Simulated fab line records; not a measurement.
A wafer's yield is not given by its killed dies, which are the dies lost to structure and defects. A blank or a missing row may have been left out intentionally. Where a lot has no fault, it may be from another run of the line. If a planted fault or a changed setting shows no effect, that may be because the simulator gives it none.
fab line records	flow rit_cmos
[record] lots = 15	wafers = 45	last_day = 7
route steps=202 shown PWELL@48 PRETRO@73 GATE@96 PLDD@120 M1@202
lots untouched by any fault: they come from a run of this same line in which no faults occurred
start_h: hours from the record's first day to the start of the lot's first wafer shown	wait_h: hours since the lot's step before	" repeats the value in the row above	L1.1+2: a row that stands for several wafers	- either no value or no given start	* or withheld: withheld	< > ~ a bound
route shown NAME@n: names a module that has steps shown in the file, with the first one's number in the route	usual: mean/standard deviation taken from wafers without a fault	same: alike in all rows	chamber/n: place in a boat	sites: each site's reading	_std_site: standard deviation across them	_edge_site: mean of outer sites minus mean of inner sites	radius_mm: for every site, how far away it sits from the centre of the wafer	mask NAME#n: copy n	behind: the most recent tool/chamber to have shaped the wafer	hold: what put the lot on hold/how long, in hours/how the hold closed	device: the n, p or np transistor that did not switch	end of line: tests run on the same wafers once the route is complete	step lacking rows: just its recipe	killed: not the wafer's yield, but the dies lost to structure and defects at the first sort	map: shows each die of a wafer: x if killed, . if not, _ if none is there
set.NAME: the setting that was run; set.NAME@STEP: the one run at that earlier step	model.NAME: the simulator's own value behind a step, which no gauge read
a sample of lots followed through the steps of the route, with each step as a table and each wafer as a row
services: when a tool's chamber went out of use (start_h, in hours from the record's first day, below 0 if earlier), for how many hours, and the reason
[[steps]]
[step RIT_PWELL_STRIP_09]
[recipe] chemistry = O2	time_s = 180	resist = NOVOLAK	platen_temp_c = withheld	power_w = 500	pressure_mtorr = 4000	o2_flow_sccm = 4000
[usual] chamber_pressure_mTorr = 3999/4	drypump_motor_current_A = 5.82/0.26	o2_flow_sccm = 3999/13
lot.wafer	tool	chamber	start_h	wait_h	chamber_pressure_mTorr	drypump_motor_current_A	o2_flow_sccm	rf_hours_counter_h
L561.2	plasma_asher-04	1	24.56	0.1	3999	5.57	4010	37
L561.5	"	1	"	"	4006	5.58	4007	-
L561.6	"	0	"	"	3996	5.49	4003	-
L562.3	plasma_asher-02	0	29.51	0.1	4003	5.84	4008	-
L562.4	"	1	"	"	4002	6.14	4002	-
L562.6	"	0	"	"	3999	5.88	4011	-
L564.3	plasma_asher-02	1	38.36	0.1	4006	6.14	3998	-
L564.4	"	0	"	"	3996	5.83	3989	-
L564.5	"	1	"	"	3999	6.17	4006	-
L565.3	plasma_asher-02	1	44.07	0.1	3997	6.12	3991	-
L565.4	"	0	"	"	3992	5.87	3995	-
L565.5	"	0	"	"	4002	5.86	4011	-
L567.2	plasma_asher-02	0	54.72	0.1	4005	5.82	4001	41
L567.4	"	0	"	"	4008	5.85	3986	-
L567.5	"	0	"	"	3995	5.85	4004	-
L568.3	plasma_asher-03	0	58.85	0.1	3996	6.03	4005	-
L568.5	"	0	"	"	3998	6.03	3992	-
L568.6	"	1	"	"	3992	5.81	3990	-
L569.2	plasma_asher-04	0	64.45	0.2	3992	5.43	3989	41
L569.3	"	1	"	"	3998	5.56	4018	-
L569.4	"	0	"	"	3997	5.43	3995	-
L570.1	plasma_asher-04	1	68.61	0.1	3994	5.55	4008	41
L570.5	"	0	"	"	4000	5.42	3982	-
L570.6	"	1	"	"	4002	5.54	4000	-
L571.3	plasma_asher-02	0	74.92	0.1	4006	5.85	3992	-
L571.5	"	1	"	"	4001	6.16	3999	-
L571.6	"	0	"	"	3998	5.87	3984	-
L572.3	plasma_asher-04	0	80.91	0.1	4001	5.41	3992	-
L572.4	"	1	"	"	3995	5.58	3967	-
L572.5	"	0	"	"	3999	5.42	3998	-
L577.2	plasma_asher-04	1	102.94	0.1	4002	5.56	3982	45
L577.4	"	1	"	"	4003	5.55	3987	-
L577.6	"	1	"	"	3997	5.56	3982	-
L579.2	plasma_asher-02	0	115.96	0.1	4000	5.84	4008	47
L579.3	"	1	"	"	3997	6.20	3987	-
L579.6	"	1	"	"	4002	6.19	3993	-
L580.1	plasma_asher-03	1	120.49	0.1	4000	5.82	3997	34
L580.4	"	1	"	"	4010	5.82	4000	-
L580.5	"	0	"	"	3995	6.04	4016	-
L581.3	plasma_asher-03	1	123.49	0.1	4003	5.83	3982	-
L581.5	"	0	"	"	3996	6.07	4008	-
L581.6	"	1	"	"	4002	5.80	3972	-
L583.1	plasma_asher-04	1	134.05	0.1	4005	5.59	3993	2
L583.2	"	0	"	"	4003	5.40	4007	2
L583.6	"	0	"	"	3996	5.42	4008	-
[step RIT_PRETRO_STRIP_09]
[recipe] chemistry = O2	time_s = 180	resist = NOVOLAK	platen_temp_c = withheld	power_w = 500	pressure_mtorr = 4000	o2_flow_sccm = 4000
[usual] chamber_pressure_mTorr = 4001/4	drypump_motor_current_A = 5.85/0.3	o2_flow_sccm = 4000/12
lot.wafer	tool	chamber	start_h	wait_h	chamber_pressure_mTorr	drypump_motor_current_A	o2_flow_sccm	rf_hours_counter_h
L561.2	plasma_asher-04	0	33.11	0.1	4005	5.40	4014	38
L561.5	"	0	"	"	4009	5.44	4017	-
L561.6	"	1	"	"	3999	5.57	3996	-
L562.3	plasma_asher-04	1	39.51	0.1	3998	5.58	3981	-
L562.4	"	0	"	"	3997	5.42	4011	-
L562.6	"	0	"	"	4001	5.37	4005	-
L564.3	plasma_asher-02	0	46.95	0.1	3998	5.86	4017	-
L564.4	"	1	"	"	4004	6.08	3985	-
L564.5	"	1	"	"	4001	6.16	3995	-
L565.3	plasma_asher-01	0	52.62	0.1	4003	6.24	4013	-
L565.4	"	1	"	"	3998	5.52	4003	-
L565.5	"	1	"	"	4002	5.51	4008	-
L567.2	plasma_asher-02	1	64.11	0.1	3992	6.17	3992	42
L567.4	"	1	"	"	4001	6.17	4004	-
L567.5	"	1	"	"	4000	6.16	3999	-
L568.3	plasma_asher-01	1	67.53	0.1	4003	5.52	3995	-
L568.5	"	0	"	"	4003	6.22	3998	-
L568.6	"	1	"	"	4004	5.54	3997	-
L569.2	plasma_asher-01	0	73.00	0.1	4001	6.22	3986	44
L569.3	"	1	"	"	4000	5.55	4008	-
L569.4	"	0	"	"	4004	6.24	3969	-
L570.1	plasma_asher-02	1	77.33	0.1	3998	6.13	4016	43
L570.5	"	0	"	"	4006	5.82	3995	-
L570.6	"	1	"	"	4009	6.13	4023	-
L571.3	plasma_asher-02	0	85.11	0.1	3997	5.85	4000	-
L571.5	"	0	"	"	4005	5.83	4023	-
L571.6	"	1	"	"	3998	6.14	4018	-
L572.3	plasma_asher-02	0	90.19	0.1	3997	5.82	3981	-
L572.4	"	1	"	"	3998	6.14	4011	-
L572.5	"	1	"	"	3999	6.13	3990	-
L577.2	plasma_asher-02	1	113.31	0.1	4008	6.16	3991	47
L577.4	"	0	"	"	3999	5.83	4002	-
L577.6	"	1	"	"	3993	6.11	4006	-
L579.2	plasma_asher-04	1	126.18	0.1	3994	5.58	4004	1
L579.3	"	0	"	"	4003	5.41	3979	-
L579.6	"	1	"	"	4001	5.56	4001	-
L580.1	plasma_asher-02	1	130.64	0.1	3996	6.16	3978	49
L580.4	"	1	"	"	3997	6.18	3983	-
L580.5	"	1	"	"	4005	6.11	3991	-
L581.3	plasma_asher-04	1	132.22	0.1	3997	5.57	3997	-
L581.5	"	1	"	"	4006	5.58	3998	-
L581.6	"	0	"	"	4001	5.41	4028	-
L583.1	plasma_asher-01	0	143.98	0.1	3997	6.22	4006	51
L583.2	"	1	"	"	4008	5.52	3974	51
L583.6	"	0	"	"	3999	6.21	4000	-
[step RIT_GATE_STRIP_20]
[recipe] chemistry = O2	time_s = 180	resist = NOVOLAK	platen_temp_c = withheld	power_w = 500	pressure_mtorr = 4000	o2_flow_sccm = 4149
[usual] chamber_pressure_mTorr = 4000/3.8	drypump_motor_current_A = 5.84/0.3	o2_flow_sccm = 4148/14
lot.wafer	tool	chamber	start_h	wait_h	chamber_pressure_mTorr	drypump_motor_current_A	o2_flow_sccm	rf_hours_counter_h
L561.2	plasma_asher-01	0	38.68	0.1	3999	6.24	4132	40
L561.5	"	1	"	"	4006	5.53	4124	-
L561.6	"	0	"	"	3997	6.24	4143	-
L562.3	plasma_asher-03	0	46.92	0.1	3998	6.04	4160	-
L562.4	"	1	"	"	3996	5.82	4134	-
L562.6	"	0	"	"	4005	6.05	4159	-
L564.3	plasma_asher-01	1	53.56	0.1	3999	5.53	4147	-
L564.4	"	0	"	"	4000	6.24	4174	-
L564.5	"	0	"	"	3997	6.26	4155	-
L565.3	plasma_asher-01	0	61.58	0.1	4000	6.25	4144	-
L565.4	"	1	"	"	4003	5.55	4141	-
L565.5	"	0	"	"	4002	6.25	4154	-
L567.2	plasma_asher-01	1	71.58	0.1	3997	5.56	4133	44
L567.4	"	1	"	"	4001	5.55	4154	-
L567.5	"	1	"	"	3997	5.54	4153	-
L568.3	plasma_asher-01	1	74.45	0.1	4003	5.54	4119	-
L568.5	"	1	"	"	4005	5.55	4143	-
L568.6	"	0	"	"	3997	6.19	4150	-
L569.2	plasma_asher-03	0	83.21	0.1	3997	6.04	4127	29
L569.3	"	0	"	"	4005	6.05	4141	-
L569.4	"	1	"	"	4002	5.77	4159	-
L570.1	plasma_asher-01	0	84.70	0.1	-	-	-	-
L570.5	"	0	"	"	-	-	-	-
L570.6	"	1	"	"	-	-	-	-
L571.3	plasma_asher-04	0	92.39	0.1	-	-	-	-
L571.5	"	0	"	"	-	-	-	-
L571.6	"	1	"	"	-	-	-	-
L572.3	plasma_asher-01	1	97.84	0.1	-	-	-	-
L572.4	"	0	"	"	-	-	-	-
L572.5	"	1	"	"	-	-	-	-
L577.2	plasma_asher-04	0	119.93	0.1	4000	5.43	4151	0
L577.4	"	1	"	"	4001	5.56	4167	-
L577.6	"	1	"	"	3995	5.58	4173	-
L579.2	plasma_asher-01	1	132.78	0.1	4000	5.54	4154	50
L579.3	"	1	"	"	4001	5.57	4164	-
L579.6	"	1	"	"	4001	5.55	4163	-
L580.1	plasma_asher-01	0	135.84	0.1	4008	6.23	4131	50
L580.4	"	1	"	"	4006	5.55	4157	-
L580.5	"	0	"	"	3998	6.22	4149	-
L581.3	plasma_asher-01	1	138.82	0.1	3998	5.53	4142	-
L581.5	"	1	"	"	3996	5.53	4138	-
L581.6	"	0	"	"	4003	6.22	4170	-
L583.1	plasma_asher-03	1	151.99	0.1	4003	5.82	4152	37
L583.2	"	0	"	"	4004	6.03	4166	37
L583.6	"	1	"	"	4002	5.79	4146	-
[step RIT_PLDD_OVL_MEAS_06]
[usual] PLDD_OVL = 0.4/1.7
lot.wafer	tool	chamber	start_h	wait_h	PLDD_OVL[nm]
L561.2	overlay-01	-	44.99	-	3.0
L561.5	"	-	"	"	-0.3
L561.6	"	-	"	"	1.9
L562.3	overlay-01	-	52.42	-	0.9
L562.4	"	-	"	"	0.2
L562.6	"	-	"	"	3.2
L564.3	overlay-02	-	59.70	-	-0.4
L564.4	"	-	"	"	1.4
L564.5	"	-	"	"	1.9
L565.3	overlay-02	-	67.70	-	1.2
L565.4	"	-	"	"	-0.2
L565.5	"	-	"	"	0.9
L567.2	overlay-02	-	79.06	-	0.5
L567.4	"	-	"	"	-1.3
L567.5	"	-	"	"	-1.5
L568.3	overlay-01	-	81.62	-	0.2
L568.5	"	-	"	"	0.7
L568.6	"	-	"	"	0.7
L569.2	overlay-01	-	88.98	-	-1.5
L569.3	"	-	"	"	-0.4
L569.4	"	-	"	"	-1.0
L577.2	overlay-02	-	125.78	-	4.0
L577.4	"	-	"	"	1.6
L577.6	"	-	"	"	2.8
L579.2	overlay-02	-	138.51	-	-2.3
L579.3	"	-	"	"	1.0
L579.6	"	-	"	"	-0.2
L580.1	overlay-02	-	142.35	-	-2.7
L580.4	"	-	"	"	-0.3
L580.5	"	-	"	"	-2.0
L581.3	overlay-02	-	144.44	-	-0.1
L581.5	"	-	"	"	-0.5
L581.6	"	-	"	"	0.2
L583.1	overlay-01	-	157.97	-	1.7
L583.2	"	-	"	"	0.4
L583.6	"	-	"	"	-0.2
[step RIT_M1_PROBE_99]
[usual] killed_at_M0_to_M3 = 0.0/0.16	killed_at_contacts = 0.0/0.2	killed_at_front_end = 7.2/2.5	killed_dies = 7.3/2.5	killed_on_rim = 2.0/1.4	killed_open = 3.8/1.9	killed_short = 3.5/1.8
[same] gross_dies = 264	killed_at_M4_up = 0	killed_at_back_side = 0	killed_at_other = 0
lot.wafer	tool	chamber	start_h	wait_h	killed_at_M0_to_M3	killed_at_contacts	killed_at_front_end	killed_dies	killed_on_rim	killed_open	killed_short
L561.2	prober-02	-	59.43	0.1	0	0	5	5	1	3	2
L561.5	prober-02	-	59.58	0.2	0	0	6	6	3	3	3
L561.6	prober-02	-	59.63	0.2	0	0	11	11	3	7	4
L562.3	prober-01	-	66.55	0.2	0	0	5	5	2	5	0
L562.4	prober-01	-	66.60	0.2	0	0	11	11	2	4	7
L562.6	prober-01	-	66.70	0.2	0	0	8	8	1	4	4
L564.3	prober-01	-	74.05	0.2	0	1	8	9	3	5	4
L564.4	prober-01	-	74.10	0.2	0	0	11	11	3	7	4
L564.5	prober-01	-	74.15	0.2	0	0	9	9	2	7	2
L565.3	prober-02	-	82.36	0.2	0	0	9	9	3	4	5
L565.4	prober-02	-	82.41	0.2	0	0	7	7	2	5	2
L565.5	prober-02	-	82.46	0.2	0	0	3	3	1	0	3
L567.2	prober-01	-	93.59	0.1	0	0	4	4	1	2	2
L567.4	prober-01	-	93.69	0.2	0	0	6	6	1	2	4
L567.5	prober-01	-	93.74	0.2	0	0	4	4	0	2	2
L568.3	prober-02	-	96.28	0.2	0	0	11	11	2	8	3
L568.5	prober-02	-	96.38	0.2	0	0	8	8	4	4	3
L568.6	prober-02	-	96.43	0.2	0	0	4	4	0	3	0
L569.2	prober-01	-	103.08	0.1	0	0	6	6	1	3	3
L569.3	prober-01	-	103.13	0.2	0	0	6	6	1	6	0
L569.4	prober-01	-	103.18	0.2	0	1	6	7	2	5	2
L570.1	prober-02	-	105.47	0.1	0	0	264	264	70	4	3
L570.5	prober-02	-	105.67	0.2	0	0	264	264	70	2	1
L570.6	prober-02	-	105.72	0.2	0	0	264	264	70	5	0
L571.3	prober-01	-	112.27	0.2	0	0	264	264	70	3	2
L571.5	prober-01	-	112.37	0.2	0	0	264	264	70	1	3
L571.6	prober-01	-	112.42	0.2	0	0	264	264	70	5	4
L572.3	prober-01	-	118.25	0.2	0	0	264	264	70	3	3
L572.4	prober-01	-	118.30	0.2	0	1	263	264	70	9	4
L572.5	prober-01	-	118.35	0.2	0	0	264	264	70	8	2
L577.2	prober-02	-	140.09	0.1	1	0	6	7	2	2	5
L577.4	prober-02	-	140.19	0.2	0	0	8	8	0	5	3
L577.6	prober-02	-	140.29	0.2	0	0	10	10	2	6	4
L579.2	prober-02	-	152.81	0.1	0	0	9	9	4	5	4
L579.3	prober-02	-	152.86	0.2	0	0	11	11	2	6	5
L579.6	prober-02	-	153.01	0.2	0	0	9	9	0	5	4
L580.1	prober-01	-	157.11	0.1	0	0	9	9	5	5	4
L580.4	prober-01	-	157.26	0.2	0	0	5	5	1	1	4
L580.5	prober-01	-	157.31	0.2	0	0	8	8	2	6	2
L581.3	prober-02	-	160.01	0.2	0	0	9	9	3	5	4
L581.5	prober-02	-	160.11	0.2	0	0	4	4	1	1	3
L581.6	prober-02	-	160.16	0.2	0	0	9	9	2	3	6
L583.1	prober-02	-	172.01	0.1	0	0	7	7	2	3	4
L583.2	prober-02	-	172.06	0.1	0	0	6	6	2	3	3
L583.6	prober-02	-	172.26	0.2	0	0	13	13	3	9	4
// killed by level:class
L561.2 REOX:geometric_particle:short=1 REOX:geometric_particle:open=1 SPACER:geometric_particle:open=1 SILICIDE:geometric_particle:short=1 SILICIDE:geometric_particle:open=1
L561.5 FOX1:geometric_particle:short=3 GATE:geometric_particle:open=2 REOX:geometric_particle:open=1
L561.6 GATE:geometric_particle:open=3 REOX:geometric_particle:short=3 SPACER:geometric_particle:open=2 FOX1:geometric_particle:open=1 FOX1:geometric_particle:short=1 REOX:geometric_particle:open=1
L562.3 GATE:geometric_particle:open=3 REOX:geometric_particle:open=1 SPACER:geometric_particle:open=1
L562.4 REOX:geometric_particle:open=2 REOX:geometric_particle:short=2 SILICIDE:geometric_particle:short=2 FOX1:geometric_particle:short=1 FOX2:geometric_particle:open=1 FOX2:geometric_particle:short=1 GATE:geometric_particle:short=1 SILICIDE:geometric_particle:open=1
L562.6 FOX2:geometric_particle:short=2 GATE:geometric_particle:open=2 FOX1:geometric_particle:short=1 REOX:geometric_particle:short=1 SPACER:geometric_particle:open=1 SILICIDE:geometric_particle:open=1
L564.3 FOX2:geometric_particle:short=3 FOX2:geometric_particle:open=3 FOX1:geometric_particle:short=1 SILICIDE:geometric_particle:open=1 CONTACT:geometric_particle:open=1
L564.4 FOX2:geometric_particle:short=3 GATE:geometric_particle:open=2 REOX:geometric_particle:open=2 FOX1:geometric_particle:open=1 FOX2:geometric_particle:open=1 GATE:geometric_particle:short=1 SILICIDE:geometric_particle:open=1
L564.5 GATE:geometric_particle:open=2 SILICIDE:geometric_particle:open=2 FOX2:geometric_particle:short=1 FOX2:geometric_particle:open=1 REOX:geometric_particle:short=1 REOX:geometric_particle:open=1 SPACER:geometric_particle:open=1
L565.3 GATE:geometric_particle:short=3 FOX1:geometric_particle:short=2 GATE:geometric_particle:open=2 REOX:geometric_particle:open=2
L565.4 GATE:geometric_particle:open=3 SPACER:geometric_particle:short=2 REOX:geometric_particle:open=1 SPACER:geometric_particle:open=1
L565.5 FOX1:geometric_particle:short=1 GATE:geometric_particle:short=1 SPACER:geometric_particle:short=1
L567.2 FOX1:geometric_particle:open=1 FOX1:geometric_particle:short=1 GATE:geometric_particle:open=1 SILICIDE:geometric_particle:short=1
L567.4 FOX1:geometric_particle:open=1 GATE:geometric_particle:short=1 REOX:geometric_particle:short=1 REOX:geometric_particle:open=1 SPACER:geometric_particle:short=1 SILICIDE:geometric_particle:short=1
L567.5 GATE:geometric_particle:short=1 SPACER:geometric_particle:open=1 SILICIDE:geometric_particle:open=1 SILICIDE:geometric_particle:short=1
L568.3 GATE:geometric_particle:open=5 FOX1:geometric_particle:open=2 FOX1:geometric_particle:short=1 GATE:geometric_particle:short=1 SILICIDE:geometric_particle:short=1 SILICIDE:geometric_particle:open=1
L568.5 GATE:geometric_particle:open=2 SILICIDE:geometric_particle:short=2 FOX1:geometric_particle:short=1 FOX1:geometric_particle:open=1 SILICIDE:geometric_particle:open=1 GATE:coat_microbubble_printed=1
L568.6 GATE:geometric_particle:open=2 FOX1:geometric_particle:open=1 GATE:coat_microbubble_printed=1
L569.2 FOX1:geometric_particle:open=1 FOX2:geometric_particle:open=1 GATE:geometric_particle:short=1 GATE:geometric_particle:open=1 REOX:geometric_particle:short=1 SILICIDE:geometric_particle:short=1
L569.3 FOX2:geometric_particle:open=2 REOX:geometric_particle:open=2 FOX1:geometric_particle:open=1 GATE:geometric_particle:open=1
L569.4 GATE:geometric_particle:open=2 REOX:geometric_particle:open=2 REOX:geometric_particle:short=1 SILICIDE:geometric_particle:short=1 CONTACT:geometric_particle:open=1
L570.1 REOX:area_oxidation=257 SILICIDE:geometric_particle:open=2 FOX1:geometric_particle:short=1 GATE:geometric_particle:open=1 GATE:geometric_particle:short=1 REOX:geometric_particle:open=1 SILICIDE:geometric_particle:short=1
L570.5 REOX:area_oxidation=261 FOX1:geometric_particle:open=1 REOX:geometric_particle:open=1 REOX:geometric_particle:short=1
L570.6 REOX:area_oxidation=259 SPACER:geometric_particle:open=2 FOX1:geometric_particle:open=1 GATE:geometric_particle:open=1 SILICIDE:geometric_particle:open=1
L571.3 REOX:area_oxidation=259 GATE:geometric_particle:short=2 SPACER:geometric_particle:open=2 GATE:geometric_particle:open=1
L571.5 REOX:area_oxidation=260 FOX1:geometric_particle:short=1 FOX1:geometric_particle:open=1 FOX2:geometric_particle:short=1 GATE:geometric_particle:short=1
L571.6 REOX:area_oxidation=255 SILICIDE:geometric_particle:open=5 GATE:geometric_particle:short=3 SILICIDE:geometric_particle:short=1
L572.3 REOX:area_oxidation=258 GATE:geometric_particle:open=2 FOX1:geometric_particle:short=1 GATE:geometric_particle:short=1 REOX:geometric_particle:open=1 SILICIDE:geometric_particle:short=1
L572.4 REOX:area_oxidation=251 FOX1:geometric_particle:open=3 GATE:geometric_particle:open=3 REOX:geometric_particle:short=2 SILICIDE:geometric_particle:open=2 FOX1:geometric_particle:short=1 GATE:geometric_particle:short=1 CONTACT:geometric_particle:open=1
L572.5 REOX:area_oxidation=254 GATE:geometric_particle:open=4 REOX:geometric_particle:open=2 FOX1:geometric_particle:open=1 FOX2:geometric_particle:open=1 GATE:geometric_particle:short=1 SPACER:geometric_particle:short=1
L577.2 GATE:geometric_particle:short=2 REOX:geometric_particle:short=2 SPACER:geometric_particle:open=2 M1:geometric_particle:short=1
L577.4 GATE:geometric_particle:short=3 GATE:geometric_particle:open=3 FOX1:geometric_particle:open=1 SPACER:geometric_particle:open=1
L577.6 GATE:geometric_particle:short=3 REOX:geometric_particle:open=3 SPACER:geometric_particle:open=2 SPACER:geometric_particle:short=1 STARTING-WAFER:geometric_particle:open=1
L579.2 GATE:geometric_particle:short=4 GATE:geometric_particle:open=3 FOX1:geometric_particle:open=1 REOX:geometric_particle:open=1
L579.3 FOX1:geometric_particle:open=2 FOX2:geometric_particle:open=2 GATE:geometric_particle:open=2 SILICIDE:geometric_particle:short=2 FOX1:geometric_particle:short=1 FOX2:geometric_particle:short=1 SPACER:geometric_particle:short=1
L579.6 GATE:geometric_particle:open=4 FOX1:geometric_particle:short=3 GATE:geometric_particle:short=1 REOX:geometric_particle:open=1
L580.1 GATE:geometric_particle:open=3 REOX:geometric_particle:short=2 SILICIDE:geometric_particle:open=2 GATE:geometric_particle:short=1 SPACER:geometric_particle:short=1
L580.4 FOX2:geometric_particle:short=2 FOX1:geometric_particle:open=1 FOX1:geometric_particle:short=1 SPACER:geometric_particle:short=1
L580.5 REOX:geometric_particle:open=2 SILICIDE:geometric_particle:short=2 SILICIDE:geometric_particle:open=2 FOX1:geometric_particle:open=1 GATE:geometric_particle:open=1
L581.3 GATE:geometric_particle:open=3 GATE:geometric_particle:short=1 REOX:geometric_particle:short=1 SPACER:geometric_particle:open=1 SPACER:geometric_particle:short=1 SILICIDE:geometric_particle:open=1 SILICIDE:geometric_particle:short=1
L581.5 GATE:geometric_particle:short=1 REOX:geometric_particle:open=1 SPACER:geometric_particle:short=1 SILICIDE:geometric_particle:short=1
L581.6 REOX:geometric_particle:short=3 GATE:geometric_particle:short=2 GATE:geometric_particle:open=1 SPACER:geometric_particle:open=1 SILICIDE:geometric_particle:open=1 SILICIDE:geometric_particle:short=1
L583.1 FOX1:geometric_particle:open=2 GATE:geometric_particle:short=2 FOX1:geometric_particle:short=1 SPACER:geometric_particle:short=1 SILICIDE:geometric_particle:open=1
L583.2 SPACER:geometric_particle:short=2 FOX1:geometric_particle:open=1 FOX1:geometric_particle:short=1 GATE:geometric_particle:open=1 SILICIDE:geometric_particle:open=1
L583.6 FOX1:geometric_particle:open=3 GATE:geometric_particle:open=3 FOX1:geometric_particle:short=2 REOX:geometric_particle:open=2 REOX:geometric_particle:short=1 SPACER:geometric_particle:open=1 SPACER:geometric_particle:short=1
[[services]]
tool	chamber	start_h	hours	kind
plasma_asher-03	-	24.30	2.2	repair
plasma_asher-02	-	79.75	1.5	repair
plasma_asher-03	-	80.05	2.8	pm
plasma_asher-01	-	86.60	2.0	repair
plasma_asher-04	-	108.75	9.0	pm
plasma_asher-04	0	108.75	9.0	vent_cycle
plasma_asher-04	1	108.75	9.0	vent_cycle
plasma_asher-04	0	117.75	-	clean
plasma_asher-04	1	117.75	-	clean
[[key]]
[first_sign] step = RIT_GATE_STRIP_20	reading = tool_record	direction = missing
[effect] step = RIT_M1_PROBE_99	reading = killed_at_front_end	direction = up	sigmas = 99+	usual = 7.2	struck = 263.9
[more_kills_born_at] RIT_REOX_OXIDATION_03@furnace-01 = 1551	RIT_REOX_OXIDATION_03@furnace-04 = 763
met_at RIT_GATE_STRIP_20
struck_lots L570,L571,L572
later_rows_left_out L570.1,L570.5,L570.6,L571.3,L571.5,L571.6,L572.3,L572.4,L572.5
tester_left_out L570,L571,L572
not_acting_at RIT_PWELL_STRIP_09,RIT_PRETRO_STRIP_09,RIT_PLDD_OVL_MEAS_06
onset_between 74.45 84.70
[fault] kind = skipped_step_whole	tool = plasma_asher-01,plasma_asher-04	chamber = -	onset_h = 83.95	steps = RIT_GATE_STRIP_20	scope = struck_lots_only
// tester_left_out: of these lots the tester's yield and bins aren't shown, on N5 and GAA mostly nor the transistor test; their killed dies are dies lost to structure and defects alone, not to doping, threshold or leakage, so they don't give the yield
// later_rows_left_out: the simulator's readings of these wafers behind a module that went badly wrong aren't trusted and aren't shown, but for the sort
